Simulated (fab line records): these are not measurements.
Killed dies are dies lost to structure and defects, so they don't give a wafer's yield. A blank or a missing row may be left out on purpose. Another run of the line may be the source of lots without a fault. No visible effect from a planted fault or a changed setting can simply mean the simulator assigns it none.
fab line records	flow berkeley-cmos170
record lots=7	wafers=21	last-day=10
route steps=331 shown V2@298 M3@309
lots with no fault: from the same line, run without faults
start-h: hours from the record's opening day to when the first of the lot's shown wafers began	wait-h: hours since the lot's step before	" the same as in the row above	L1.1+2: a row that stands for several wafers	- value missing, or start not given	* or withheld: withheld	< > ~ a bound
route shown NAME@n: names a module that has steps shown in the file, with the first one's number in the route	usual: mean and standard deviation over wafers with no fault	same: alike in all rows	chamber/n: place in a boat	sites: the reading at each site	_std_site: standard deviation of those values	_edge_site: inner sites' mean taken away from outer sites' mean	radius-mm: how far each site lies from the wafer's centre	mask NAME#n: copy n	behind: the tool/chamber that last shaped the wafer	hold: reason for holding the lot/hours on hold/outcome of the hold	device: which transistor (n, p or np) failed to switch	end of line: the route-end tests of the same wafers	a step with no rows: only its recipe	killed: at the first sort, the dies lost to defects and structure; wafer yield is something else	map: per-die view of a wafer (x killed, . not killed, _ where there is no die)
set.NAME: the run value of the setting; set.NAME@STEP: its run value at that earlier step	model.NAME: the simulator's own value behind a step, which no gauge read
lots at some steps of the route; a table a step, a row a wafer
services: the hour from which a tool's chamber was out of use, counted from the record's first day as start-h (under 0 if before that day), plus the number of hours and why
## steps
# step UCB170_V2_HMDS_06
# recipe prime-time-s=60	prime-temp-c=100
# step UCB170_V2_COAT_07
# recipe resist=KrF	spin-rpm=1500	resist-thk-nm=900
# step UCB170_V2_SOFTBAKE_08
# recipe resist=KrF	temp-c=130	time-s=60
# step UCB170_V2_EXPOSE_09
# recipe mask-id=VIA2	target-cd-nm=700	na=0.5	sigma-outer=0.6	source-shape=conventional	dose-mj=37
# step UCB170_V2_PEB_10
# recipe peb-temp-c=130	peb-time-s=withheld	resist=KrF
# step UCB170_V2_DEVELOP_11
# recipe developer=TMAH	develop-time-s=45	resist=KrF	dev-temp-c=21
# step UCB170_V2_CD_MEAS_12
# recipe target-cd-nm=700
# usual cd-nm=700.2/1.1
lot.wafer	tool	chamber	start-h	wait-h	cd-nm
L105.1	cd-sem-02	-	185.56	-	701.9
L105.4	"	-	"	"	701.0
L105.6	"	-	"	"	702.4
L103.4	cd-sem-01	-	185.94	-	698.9
L103.5	"	-	"	"	700.2
L103.6	"	-	"	"	699.1
L108.1	cd-sem-01	-	202.91	-	701.1
L108.4	"	-	"	"	702.1
L108.6	"	-	"	"	701.4
L109.2	cd-sem-01	-	211.14	-	701.6
L109.3	"	-	"	"	700.9
L109.4	"	-	"	"	701.3
L115.2	cd-sem-01	-	239.76	-	701.0
L115.4	"	-	"	"	700.9
L115.5	"	-	"	"	700.6
L118.1	cd-sem-02	-	240.70	-	699.7
L118.3	"	-	"	"	699.4
L118.4	"	-	"	"	701.2
L116.4	cd-sem-01	-	246.27	-	700.6
L116.5	"	-	"	"	700.7
L116.6	"	-	"	"	700.8
# step UCB170_V2_OVL_MEAS_13
# usual V2_OVL=3/5.8
lot.wafer	tool	chamber	start-h	wait-h	V2_OVL[nm]
L105.1	overlay-02	-	185.68	0.1	1
L105.4	"	-	"	"	10
L105.6	"	-	"	"	-2
L103.4	overlay-02	-	186.02	0.1	-4
L103.5	"	-	"	"	5
L103.6	"	-	"	"	-2
L108.1	overlay-02	-	203.03	0.1	6
L108.4	"	-	"	"	6
L108.6	"	-	"	"	-1
L109.2	overlay-02	-	211.25	0.1	7
L109.3	"	-	"	"	13
L109.4	"	-	"	"	9
L115.2	overlay-02	-	239.86	0.1	-3
L115.4	"	-	"	"	2
L115.5	"	-	"	"	6
L118.1	overlay-02	-	240.82	0.1	2
L118.3	"	-	"	"	-10
L118.4	"	-	"	"	-2
L116.4	overlay-01	-	246.35	0.1	1
L116.5	"	-	"	"	-2
L116.6	"	-	"	"	10
# step UCB170_V2_ETCH_14
# recipe chemistry=CHF3/CF4/Ar	target=SiO2	stop-on=Al	CHF3_flow_sccm=45	cf4-flow-sccm=15	Ar_flow_sccm=150	pressure-mtorr=200	rf-w=700	target-depth-a=12500	over-etch-frac=0.25	time-s=291
# usual cf4-flow-sccm=14.99/0.041	drypump-motor-current-A=5.5/0.52	oes-product-au=0.872/0.014	rf-fwd-power-W=698.4/2.2	throttle-valve-pct=6.94/0.068
# same time-s=291
lot.wafer	tool	chamber	start-h	wait-h	cf4-flow-sccm	drypump-motor-current-A	oes-product-au	rf-fwd-power-W	rf-hours-counter-h	throttle-valve-pct
L105.1	rie-diel-02	3	185.72	0.0	15.04	5.0	0.842	697.5	58	6.91
L105.4	"	3	"	"	14.99	5.0	0.846	696.0	-	6.88
L105.6	"	2	"	"	15.03	5.0	0.873	698.5	-	7.02
L103.4	rie-diel-01	2	186.03	0.0	15.05	5.9	0.903	700.4	53	6.95
L103.5	"	1	"	"	15.03	5.6	0.864	694.1	-	6.83
L103.6	"	2	"	"	15.00	5.9	0.900	701.9	-	6.93
L108.1	rie-diel-02	2	203.07	0.0	14.95	5.0	0.878	698.7	9	7.04
L108.4	"	0	"	"	15.03	4.9	0.881	696.8	146	7.01
L108.6	"	2	"	"	15.04	5.0	0.872	701.2	-	7.03
L109.2	rie-diel-04	2	211.28	0.0	14.98	5.8	0.867	699.3	2	6.94
L109.3	"	3	"	"	14.98	5.3	0.874	698.3	11	6.90
L109.4	"	0	"	"	14.99	6.3	0.886	698.6	54	7.00
L115.2	rie-diel-02	2	239.89	0.0	15.03	5.0	0.873	699.7	11	7.02
L115.4	"	0	"	"	14.96	4.9	0.863	697.3	-	6.98
L115.5	"	3	"	"	15.05	5.0	0.845	697.4	-	6.87
L118.1	rie-diel-01	1	240.86	0.0	14.98	5.5	0.867	695.8	21	6.85
L118.3	"	3	"	"	14.98	6.5	0.859	695.0	21	6.96
L118.4	"	2	"	"	15.02	5.9	0.901	701.3	56	6.95
L116.4	rie-diel-02	0	246.46	0.1	14.99	4.8	0.875	692.7	-	7.00
L116.5	"	3	"	"	14.99	5.0	0.845	699.3	-	6.89
L116.6	"	2	"	"	15.00	5.0	0.878	699.4	-	7.01
# step UCB170_V2_STRIP_15
# recipe chemistry=O2	power-w=400	pressure-mtorr=3500	platen-temp-c=withheld	o2-flow-sccm=400	overash-fraction=0.5
# usual drypump-motor-current-A=5.1/0.44	oes-product-au=0.722/0.0044	strip-time-to-endpoint-s=15.30/0.19
lot.wafer	tool	chamber	start-h	wait-h	drypump-motor-current-A	oes-product-au	rf-hours-counter-h	strip-time-to-endpoint-s
L105.1	plasma-asher-01	1	185.89	0.1	4.6	0.721	48	15.59
L105.4	"	1	"	"	4.6	0.717	-	15.53
L105.6	"	0	"	"	5.3	0.717	-	15.57
L103.4	plasma-asher-01	0	186.25	0.1	5.3	0.721	-	15.12
L103.5	"	0	"	"	5.3	0.727	-	15.18
L103.6	"	1	"	"	4.6	0.723	-	15.12
L108.1	plasma-asher-02	1	203.25	0.1	6.0	0.713	9	15.56
L108.4	"	1	"	"	6.0	0.721	-	15.25
L108.6	"	1	"	"	6.0	0.712	-	15.36
L109.2	plasma-asher-01	1	211.45	0.1	4.6	0.718	51	15.22
L109.3	"	0	"	"	5.3	0.721	-	15.23
L109.4	"	1	"	"	4.6	0.719	-	15.00
L115.2	plasma-asher-01	1	240.07	0.1	4.6	0.724	54	15.63
L115.4	"	1	"	"	4.6	0.719	-	15.33
L115.5	"	0	"	"	5.3	0.727	-	15.54
L118.1	plasma-asher-02	0	241.04	0.1	5.8	0.721	14	15.42
L118.3	"	0	"	"	5.8	0.723	-	15.41
L118.4	"	1	"	"	6.0	0.723	-	15.27
L116.4	plasma-asher-01	1	246.58	0.0	4.6	0.723	-	15.19
L116.5	"	0	"	"	5.3	0.725	-	15.46
L116.6	"	1	"	"	4.6	0.709	-	15.56
# step UCB170_V2_CD_MEAS_90
# recipe target-cd-nm=700
# usual cd-nm=700.0/1.4
lot.wafer	tool	chamber	start-h	wait-h	cd-nm
L105.1	cd-sem-02	-	186.04	0.1	701.6
L105.4	"	-	"	"	700.3
L105.6	"	-	"	"	699.5
L103.4	cd-sem-01	-	186.37	0.1	697.4
L103.5	"	-	"	"	700.1
L103.6	"	-	"	"	698.3
L108.1	cd-sem-02	-	203.46	0.2	698.8
L108.4	"	-	"	"	702.0
L108.6	"	-	"	"	698.9
L109.2	cd-sem-01	-	211.57	0.1	701.9
L109.3	"	-	"	"	701.1
L109.4	"	-	"	"	701.1
L115.2	cd-sem-01	-	240.19	0.1	699.4
L115.4	"	-	"	"	700.6
L115.5	"	-	"	"	700.6
L118.1	cd-sem-02	-	241.14	0.1	699.5
L118.3	"	-	"	"	700.5
L118.4	"	-	"	"	700.7
L116.4	cd-sem-01	-	246.71	0.1	699.8
L116.5	"	-	"	"	699.7
L116.6	"	-	"	"	699.2
# step UCB170_M3_PRE_CLEAN_00
# recipe gas=Ar	preclean-etch-time-s=60
# step UCB170_M3_SPUTTER_01
# recipe material=Al	target-thk-nm=900	time-s=120	power-w=6000	chamber-pressure-pa=0.5
# usual throttle-valve-pct=30.5/1.3
# same time-s=120
lot.wafer	tool	chamber	start-h	wait-h	throttle-valve-pct
L105.1	pvd-sputter-03	-	186.23	0.0	31.4
L105.4	"	-	"	"	30.2
L105.6	"	-	"	"	31.4
L103.4	pvd-sputter-01	-	186.50	0.0	30.4
L103.5	"	-	"	"	32.3
L103.6	"	-	"	"	30.2
L108.1	pvd-sputter-02	-	203.65	0.0	29.9
L108.4	"	-	"	"	31.9
L108.6	"	-	"	"	31.6
L109.2	pvd-sputter-03	-	211.74	0.0	29.1
L109.3	"	-	"	"	30.7
L109.4	"	-	"	"	31.1
L115.2	pvd-sputter-02	-	240.36	0.0	28.1
L115.4	"	-	"	"	31.5
L115.5	"	-	"	"	30.2
L115.2	pvd-sputter-02	-	240.61	0.2	28.0
L115.4	"	-	"	"	31.4
L115.5	"	-	"	"	30.3
L118.1	pvd-sputter-03	-	241.33	0.0	31.2
L118.3	"	-	"	"	30.2
L118.4	"	-	"	"	30.9
L118.1	pvd-sputter-03	-	241.58	0.2	31.6
L118.3	"	-	"	"	30.1
L118.4	"	-	"	"	30.9
L116.4	pvd-sputter-01	-	246.84	0.0	30.4
L116.5	"	-	"	"	32.7
L116.6	"	-	"	"	27.3
L116.4	pvd-sputter-01	-	247.09	0.2	30.2
L116.5	"	-	"	"	32.5
L116.6	"	-	"	"	27.4
# step UCB170_M3_RS_MEAS_02
# recipe thk-meas-gauge=four-point-probe	reads=Al_of_M3_SPUTTER_01
# usual M3_AL_RS=0.0322/0.00042
lot.wafer	tool	chamber	start-h	wait-h	M3_AL_RS[ohm/sq]
L105.1	film-metro-03	-	186.31	0.0	0.0327
L105.4	"	-	"	"	0.0325
L105.6	"	-	"	"	0.0330
L103.4	film-metro-03	-	186.64	0.1	0.0320
L103.5	"	-	"	"	0.0324
L103.6	"	-	"	"	0.0318
L108.1	film-metro-03	-	203.73	0.0	0.0323
L108.4	"	-	"	"	0.0318
L108.6	"	-	"	"	0.0324
L109.2	film-metro-04	-	211.84	0.1	0.0320
L109.3	"	-	"	"	0.0318
L109.4	"	-	"	"	0.0327
L115.2	film-metro-04	-	240.71	0.1	0.0161
L115.4	"	-	"	"	0.0161
L115.5	"	-	"	"	0.0162
L118.1	film-metro-03	-	241.66	0.0	0.0160
L118.3	"	-	"	"	0.0159
L118.4	"	-	"	"	0.0158
L116.4	film-metro-04	-	247.23	0.1	0.0162
L116.5	"	-	"	"	0.0162
L116.6	"	-	"	"	0.0155
# step UCB170_M3_THK_MEAS_03
# recipe thk-meas-gauge=xrf	reads=Al_of_M3_SPUTTER_01
# usual M3_AL_THK=906/14
lot.wafer	tool	chamber	start-h	wait-h	M3_AL_THK[nm]
L105.1	film-metro-03	-	186.43	0.1	887
L105.4	"	-	"	"	892
L105.6	"	-	"	"	883
L103.4	film-metro-03	-	186.73	0.1	913
L103.5	"	-	"	"	898
L103.6	"	-	"	"	915
L108.1	film-metro-03	-	203.85	0.1	899
L108.4	"	-	"	"	912
L108.6	"	-	"	"	895
L109.2	film-metro-04	-	211.95	0.1	905
L109.3	"	-	"	"	915
L109.4	"	-	"	"	893
L115.2	film-metro-04	-	240.82	0.1	1799
L115.4	"	-	"	"	1801
L115.5	"	-	"	"	1790
L118.1	film-metro-03	-	241.78	0.1	1792
L118.3	"	-	"	"	1799
L118.4	"	-	"	"	1811
L116.4	film-metro-04	-	247.34	0.1	1786
L116.5	"	-	"	"	1781
L116.6	"	-	"	"	1851
# step UCB170_M3_HMDS_04
# recipe prime-time-s=60	prime-temp-c=100
# step UCB170_M3_COAT_05
# recipe resist=KrF	spin-rpm=1500	resist-thk-nm=900
# step UCB170_M3_SOFTBAKE_06
# recipe resist=KrF	temp-c=130	time-s=60
# step UCB170_M3_STRIP_07
# recipe chemistry=O2	power-w=400	pressure-mtorr=3500	platen-temp-c=withheld	o2-flow-sccm=400	overash-fraction=0.5
# usual drypump-motor-current-A=5.5/0.61	oes-product-au=0.735/0.0041	strip-time-to-endpoint-s=21.96/0.069
lot.wafer	tool	chamber	start-h	wait-h	drypump-motor-current-A	oes-product-au	rf-hours-counter-h	strip-time-to-endpoint-s
L105.1	plasma-asher-01	1	187.74	0.1	4.6	0.739	49	21.85
L105.4	"	1	"	"	4.6	0.732	-	21.94
L105.6	"	1	"	"	4.6	0.739	-	21.87
L103.4	plasma-asher-02	1	188.37	0.1	6.0	0.734	-	21.99
L103.5	"	0	"	"	5.8	0.733	-	22.02
L103.6	"	1	"	"	6.0	0.730	-	22.02
L108.1	plasma-asher-01	1	204.36	0.1	4.6	0.733	50	22.02
L108.4	"	0	"	"	5.3	0.734	-	21.99
L108.6	"	1	"	"	4.6	0.735	-	22.03
L109.2	plasma-asher-04	1	212.47	0.1	6.4	0.733	47	21.92
L109.3	"	0	"	"	5.7	0.733	-	21.92
L109.4	"	1	"	"	6.4	0.733	-	21.91
L115.2	plasma-asher-01	1	241.49	0.3	4.6	0.736	54	21.95
L115.4	"	1	"	"	4.6	0.737	-	22.02
L115.5	"	1	"	"	4.6	0.733	-	21.97
L118.1	plasma-asher-04	1	242.29	0.1	6.4	0.741	51	21.98
L118.3	"	0	"	"	5.7	0.741	-	21.99
L118.4	"	1	"	"	6.4	0.737	-	21.93
L116.4	plasma-asher-04	0	247.92	0.1	5.7	0.730	-	21.89
L116.5	"	1	"	"	6.4	0.731	-	21.87
L116.6	"	0	"	"	5.7	0.738	-	21.82
# step UCB170_M3_STRIP_08
# recipe chemistry=DMSO	temp-c=80	time-s=600	material=KrF
# step UCB170_M3_COAT_09
# recipe resist=BARC	temp-c=withheld	time-s=withheld	spin-rpm=3000	resist-thk-nm=withheld
# step UCB170_M3_COAT_10
# recipe resist=KrF	spin-rpm=1500	resist-thk-nm=900
# step UCB170_M3_SOFTBAKE_11
# recipe resist=KrF	temp-c=130	time-s=60
# step UCB170_M3_EXPOSE_12
# recipe mask-id=METAL3	target-cd-nm=700	na=0.5	sigma-outer=0.6	source-shape=conventional	dose-mj=26
# step UCB170_M3_PEB_13
# recipe peb-temp-c=130	peb-time-s=withheld	resist=KrF
# step UCB170_M3_DEVELOP_14
# recipe developer=TMAH	develop-time-s=45	resist=KrF	dev-temp-c=21
# step UCB170_M3_CD_MEAS_15
# recipe target-cd-nm=700
# usual cd-nm=699.9/1.2
lot.wafer	tool	chamber	start-h	wait-h	cd-nm
L105.1	cd-sem-02	-	190.61	-	698.8
L105.4	"	-	"	"	699.5
L105.6	"	-	"	"	700.3
L103.4	cd-sem-02	-	190.94	-	700.3
L103.5	"	-	"	"	699.9
L103.6	"	-	"	"	700.6
L108.1	cd-sem-01	-	205.70	-	699.6
L108.4	"	-	"	"	700.0
L108.6	"	-	"	"	701.5
L109.2	cd-sem-01	-	214.01	-	700.7
L109.3	"	-	"	"	702.4
L109.4	"	-	"	"	700.1
L115.2	cd-sem-01	-	242.62	-	699.0
L115.4	"	-	"	"	700.8
L115.5	"	-	"	"	700.4
L118.1	cd-sem-01	-	245.94	-	700.1
L118.3	"	-	"	"	699.9
L118.4	"	-	"	"	701.4
L116.4	cd-sem-01	-	250.45	-	699.8
L116.5	"	-	"	"	700.1
L116.6	"	-	"	"	700.9
# step UCB170_M3_OVL_MEAS_16
# usual M3_OVL=-2/6.2
lot.wafer	tool	chamber	start-h	wait-h	M3_OVL[nm]
L105.1	overlay-01	-	190.73	0.1	-7
L105.4	"	-	"	"	2
L105.6	"	-	"	"	-2
L103.4	overlay-01	-	191.02	0.1	5
L103.5	"	-	"	"	6
L103.6	"	-	"	"	4
L108.1	overlay-02	-	205.82	0.1	-12
L108.4	"	-	"	"	-9
L108.6	"	-	"	"	-13
L109.2	overlay-01	-	214.11	0.1	-5
L109.3	"	-	"	"	-6
L109.4	"	-	"	"	1
L115.2	overlay-02	-	242.73	0.1	-4
L115.4	"	-	"	"	-4
L115.5	"	-	"	"	6
L118.1	overlay-02	-	246.06	0.1	-1
L118.3	"	-	"	"	1
L118.4	"	-	"	"	-6
L116.4	overlay-01	-	250.53	0.1	-6
L116.5	"	-	"	"	-7
L116.6	"	-	"	"	-7
# step UCB170_M3_ETCH_17
# recipe chemistry=N2/H2	target-depth-a=withheld	overetch-a=withheld	target=BARC	time-s=withheld	source-w=500	bias-w=100	pressure-mtorr=30	n2-flow-sccm=100	h2-flow-sccm=200
# usual drypump-motor-current-A=5.6/0.46	oes-product-au=0.998/0.024	rf-fwd-power-W=494.9/2	throttle-valve-pct=13.28/0.19
lot.wafer	tool	chamber	start-h	wait-h	drypump-motor-current-A	oes-product-au	rf-fwd-power-W	throttle-valve-pct
L105.1	rie-diel-03	2	190.76	0.0	5.7	1.038	496.2	13.23
L105.4	"	1	"	"	5.4	0.994	498.3	13.04
L105.6	"	3	"	"	6.2	0.961	493.9	13.25
L103.4	rie-diel-02	2	191.06	0.0	5.0	0.996	496.2	13.20
L103.5	"	3	"	"	5.0	0.950	495.8	13.05
L103.6	"	0	"	"	4.8	1.016	493.2	13.28
L108.1	rie-diel-02	3	205.86	0.0	5.0	0.952	493.8	13.05
L108.4	"	2	"	"	5.0	0.988	495.2	13.19
L108.6	"	2	"	"	5.0	0.994	495.2	13.18
L109.2	rie-diel-03	2	214.14	0.0	5.7	1.035	496.6	13.21
L109.3	"	3	"	"	6.1	0.978	491.5	13.24
L109.4	"	1	"	"	5.4	0.992	494.1	13.04
L115.2	rie-diel-03	2	242.76	0.0	5.7	1.027	497.0	13.22
L115.4	"	1	"	"	5.4	0.998	495.5	13.02
L115.5	"	1	"	"	5.5	0.987	495.2	13.03
L118.1	rie-diel-03	2	246.10	0.0	5.7	1.032	495.5	13.21
L118.3	"	3	"	"	6.2	0.974	493.2	13.26
L118.4	"	1	"	"	5.4	0.997	495.1	13.04
L116.4	rie-diel-04	2	250.55	0.0	5.8	0.989	492.4	13.31
L116.5	"	1	"	"	6.0	1.013	494.0	13.51
L116.6	"	0	"	"	6.3	1.040	496.2	13.42
# step UCB170_M3_METAL_ETCH_18
# recipe chemistry=Cl2/BCl3	target=Al	stop-on=SiO2	pressure-mtorr=12	target-depth-a=11700	over-etch-frac=0.3	time-s=195	icp-w=600	bias-w=120	Cl2_flow_sccm=90	bcl3-flow-sccm=45
# usual drypump-motor-current-A=5.46/0.21	mfc-cl2-sccm=90.01/0.29	oes-product-au=0.848/0.014	rf-fwd-power-W=598.0/2.2	throttle-valve-pct=24.4/0.3
# same time-s=195
lot.wafer	tool	chamber	start-h	wait-h	drypump-motor-current-A	mfc-cl2-sccm	oes-product-au	rf-fwd-power-W	rf-hours-counter-h	throttle-valve-pct	model.etch.depth-nm	model.M3.feature-depth-nm
L105.1	rie-metal-04	1	190.81	-	5.21	90.06	0.857	597.0	10	24.8	887.3	944.3
L105.4	"	0	"	"	5.27	90.41	0.833	599.1	-	23.9	891.3	946.6
L105.6	"	0	"	"	5.23	90.02	0.818	597.2	-	23.9	879.9	935.1
L103.4	rie-metal-02	1	191.14	-	5.64	89.92	0.835	595.7	-	24.6	906.6	961.9
L103.5	"	0	"	"	5.80	90.47	0.852	598.4	-	24.3	895.9	955.8
L103.6	"	1	"	"	5.64	90.23	0.841	598.3	-	24.5	910.2	965.7
L108.1	rie-metal-03	0	205.90	-	5.38	89.94	0.840	597.0	16	24.2	897.4	954.4
L108.4	"	0	"	"	5.43	90.38	0.846	595.6	-	24.2	909.3	966.1
L108.6	"	1	"	"	5.40	90.04	0.862	597.3	-	24.6	895	952.1
L109.2	rie-metal-02	1	214.18	-	5.63	90.01	0.841	597.5	9	24.6	903.8	959.7
L109.3	"	0	"	"	5.76	90.00	0.855	599.3	-	24.4	910.3	970.2
L109.4	"	1	"	"	5.65	89.69	0.831	594.8	-	24.5	886.8	942.3
L115.2	rie-metal-02	1	242.80	-	5.64	90.19	0.974	595.5	10	24.5	1164	1164
L115.4	"	0	"	"	5.81	90.08	1.029	600.3	-	24.2	1242	1242
L115.5	"	1	"	"	5.66	89.84	0.979	597.3	-	24.5	1174	1174
L118.1	rie-metal-03	1	246.14	-	5.42	90.23	1.000	596.0	8	24.5	1150	1150
L118.3	"	1	"	"	5.40	89.92	0.995	595.5	-	24.5	1157	1157
L118.4	"	0	"	"	5.45	89.90	0.979	597.7	-	24.1	1155	1155
L116.4	rie-metal-04	0	250.65	-	5.23	89.89	0.958	597.5	-	23.8	1142	1142
L116.5	"	0	"	"	5.24	90.20	0.959	599.1	-	23.8	1141	1141
L116.6	"	1	"	"	5.20	90.38	1.000	597.7	-	24.8	1148	1148
# step UCB170_M3_STRIP_19
# recipe chemistry=O2	power-w=400	pressure-mtorr=3500	platen-temp-c=withheld	o2-flow-sccm=400	overash-fraction=0.5
# usual drypump-motor-current-A=5.6/0.56	oes-product-au=0.542/0.018
lot.wafer	tool	chamber	start-h	wait-h	drypump-motor-current-A	oes-product-au	rf-hours-counter-h
L105.1	plasma-asher-01	1	190.99	0.1	4.6	0.549	49
L105.4	"	1	"	"	4.6	0.551	-
L105.6	"	1	"	"	4.6	0.559	-
L103.4	plasma-asher-02	1	191.30	0.1	6.0	0.541	-
L103.5	"	1	"	"	6.0	0.515	-
L103.6	"	0	"	"	5.8	0.539	-
L108.1	plasma-asher-01	0	206.09	0.1	5.3	0.544	51
L108.4	"	0	"	"	5.3	0.559	-
L108.6	"	0	"	"	5.3	0.531	-
L109.2	plasma-asher-02	0	214.37	0.1	5.8	0.536	11
L109.3	"	1	"	"	6.0	0.525	-
L109.4	"	0	"	"	5.8	0.546	-
L115.2	plasma-asher-02	0	242.99	0.1	5.8	0.534	14
L115.4	"	0	"	"	5.8	0.492	-
L115.5	"	1	"	"	6.0	0.540	-
L118.1	plasma-asher-04	0	246.32	0.1	5.7	0.547	51
L118.3	"	0	"	"	5.7	0.544	-
L118.4	"	1	"	"	6.4	0.543	-
L116.4	plasma-asher-01	1	250.81	0.1	4.6	0.560	-
L116.5	"	1	"	"	4.6	0.556	-
L116.6	"	0	"	"	5.3	0.561	-
# step UCB170_M3_PROBE_99
lot.wafer	tool	chamber	start-h	wait-h	model.etest.antenna-m2.short	model.etest.antenna-m3.over-limit	model.etest.antenna-m2.over-limit	model.etest.antenna-m3.short
L105.1+4+6	prober-02	-	191.33	0.1	0	0	0	0
L103.6	prober-02	-	191.88	0.3	0	0	0	0
L108.1+4+6	prober-01	-	206.43	0.1	0	0	0	0
L109.2+3+4	prober-02	-	214.76	0.1	0	0	0	0
L115.2+4+5	prober-02	-	243.38	0.1	1	1	1	1
L118.1+3+4	prober-02	-	246.66	0.1	1	1	1	1
L116.5+6	prober-02	-	251.31	0.2	1	1	1	1
# killed by level:class
L105.1 ACTIVE:area-etch=1
L105.4 ACTIVE:area-etch=6 NWELL:area-etch=5 START:geometric-particle:open=1 WELLDRIVE:geometric-particle:short=1 GATE:geometric-particle:open=1 CONTACT:geometric-particle:open=1 V2:geometric-particle:short=1
L105.6 START:geometric-particle:short=2 FIELD:geometric-particle:short=1 SILICIDE:geometric-particle:short=1 NWELL:area-etch=1
L103.6 PWELL:area-etch=5 ACTIVE:area-etch=2 GATE:geometric-particle:short=1
L108.1 START:geometric-particle:short=1 WELLDRIVE:geometric-particle:open=1 M2:geometric-particle:short=1
L108.4 SCREENOX:geometric-particle:short=2 GATE:geometric-particle:short=2 ACTIVE:area-etch=1
L108.6 FIELD:geometric-particle:short=1 SACOX:geometric-particle:short=1 V1:geometric-particle:short=1 PWELL:area-etch=1
L109.2 GATE:geometric-particle:open=2 ACTIVE:area-etch=2 FIELD:geometric-particle:short=1 FIELD:geometric-particle:open=1 V1:geometric-particle:open=1 V2:geometric-particle:open=1
L109.3 WELLDRIVE:geometric-particle:short=1 GATE:geometric-particle:open=1 SPACER:geometric-particle:open=1
L109.4 NWELL:area-etch=5 ACTIVE:geometric-particle:short=1 FIELD:geometric-particle:short=1 SPACER:geometric-particle:short=1 SILICIDE:geometric-particle:open=1
## services
tool	chamber	start-h	hours	kind
rie-metal-04	1	167.22	7.1	repair
plasma-asher-04	-	167.26	5.8	repair
plasma-asher-01	-	176.79	3.4	repair
rie-metal-03	1	178.47	8.0	repair
rie-diel-02	1	179.85	-	clean
rie-diel-02	1	179.85	18.8	scheduled-down
rie-diel-02	1	179.85	18.8	vent-cycle
rie-diel-04	3	189.82	8.7	repair
rie-diel-02	3	207.45	8.0	repair
rie-diel-03	0	211.18	20.7	repair
plasma-asher-01	-	211.97	2.7	repair
rie-diel-04	1	225.07	9.6	repair
rie-diel-04	-	231.33	0.4	repair
rie-metal-04	-	248.40	0.5	repair
## key
first-sign step=UCB170_M3_SPUTTER_01	reading=visit	direction=added
effect step=UCB170_M3_RS_MEAS_02	reading=M3_AL_RS	direction=down	sigmas=38	usual=0.0322	struck=0.0160
effect step=UCB170_M3_THK_MEAS_03	reading=M3_AL_THK	direction=up	sigmas=63	usual=906	struck=1801
effect step=UCB170_M3_METAL_ETCH_18	reading=oes-product-au	direction=up	sigmas=9.6	usual=0.848	struck=0.986
model-effect step=UCB170_M3_METAL_ETCH_18	value=etch.depth-nm	without=900.6	struck=1164
model-effect step=UCB170_M3_PROBE_99	value=etest.antenna-m2.short	without=0	struck=1
met-at UCB170_M3_SPUTTER_01
struck-wafers L115.2,L115.4,L115.5,L116.4,L116.5,L116.6,L118.1,L118.3,L118.4
later-rows-left-out L115.2,L115.4,L115.5,L116.5,L116.6,L118.1,L118.3,L118.4
sort-left-out L115.2,L115.4,L115.5,L116.4,L116.5,L116.6,L118.1,L118.3,L118.4
fault kind=repeated-step-whole	tool=pvd-sputter-01,pvd-sputter-02,pvd-sputter-03	chamber=-	onset-h=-	steps=UCB170_M3_SPUTTER_01	times=1	scope=struck-lots-only
# sort-left-out: the simulated sort isn't trusted on such a fault, so these wafers' sort isn't shown, and their yield isn't known
# later-rows-left-out: the simulator's readings of these wafers behind a module that went badly wrong aren't trusted and aren't shown, but for the sort
